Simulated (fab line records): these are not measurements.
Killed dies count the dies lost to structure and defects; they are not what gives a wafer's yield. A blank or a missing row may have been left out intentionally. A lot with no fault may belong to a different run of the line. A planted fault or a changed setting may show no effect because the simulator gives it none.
The same fault as seen by 2 desks -- flow rit cmos -- each desk has only its own numbers; what lay behind them comes last

== METROLOGY DESK ==
Means of the sampled wafers that have a number, per lot and without regard to the tool the lot ran on: this is what the gauges read. Marked OUT: a lot whose mean sits more than 4 standard deviations from the usual mean, which makes it out of limits; the brackets give that distance.
Columns: A = NSD_OVL at RIT_NSD_OVL_MEAS_06, usual -0.4 nm; B = cd nm at RIT_M1_CD_MEAS_09, usual 2600.0 nm
lot,first seen here,A,B
L587,day 3 01:17,-1.0,2602.6
L588,day 3 08:02,1.1,2599.5
L589,day 3 10:40,-2.1,2601.3
L590,day 3 18:04,0.1,2605.0
L591,day 3 23:50,-1.6,2601.7
L592,day 4 05:16,0.0,2598.6
L596,day 5 05:07,-0.5,2600.6
L598,day 5 12:48,0.3,2600.9
L604,day 6 17:22,-2.2,2599.8
L603,day 6 19:23,-1.5,2599.4
L605,day 6 21:44,2.0,2597.7
L606,day 7 03:56,-0.5,2597.0
L607,day 7 06:54,0.6,2599.6
L610,day 7 20:16,0.2,2600.4
This desk found nothing out of limits on any of the 14 lots.

== FOR THE TOOL OWNER'S DESK: litho track-02 ==
The tool's own readings at RIT_M1_HARDBAKE_11 (time 120 s): means of the sampled wafers that have a number, for each lot that ran on this tool. Marked OUT: a lot whose mean sits more than 4 standard deviations from the usual mean, which makes it out of limits; the brackets give that distance.
Columns: A = heater power total W at RIT_M1_HARDBAKE_11, usual 52.03 W; B = plate temp C at RIT_M1_HARDBAKE_11, usual 139.98 C
lot,first seen here,A,B
L588,day 3 15:24,52.01,140.12
L589,day 3 18:07,52.00,139.93
L592,day 4 12:45,52.00,139.82
L596,day 5 12:31,50.88 (-18) OUT,137.81 (-17) OUT
L598,day 5 20:06,50.88 (-18) OUT,137.67 (-18) OUT
Finding of this desk: L596, L598 out of limits; the first was L596 at day 5 12:31, on heater power total W at RIT_M1_HARDBAKE_11. L588, L589, L592 stayed within limits.

== BROUGHT TOGETHER ==
An alarm could have come from the tool owner's desk at day 5 12:31, on L596, L598.
From the metrology desk's view, nothing was out of limits.
The metrology desk holds a record of L596, L598, inside its limits.
Of the lots named, all ran RIT_M1_HARDBAKE_11 on litho track-02.

== WHAT HAD BEEN PUT IN BY THE SIMULATOR ==
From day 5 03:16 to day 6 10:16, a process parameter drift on litho track-02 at RIT_M1_HARDBAKE_11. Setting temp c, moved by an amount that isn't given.
Struck lots among those shown: L596, L598.
Time in hours from fault onset to the first out-of-limits reading at each desk: the tool owner's desk, 9.
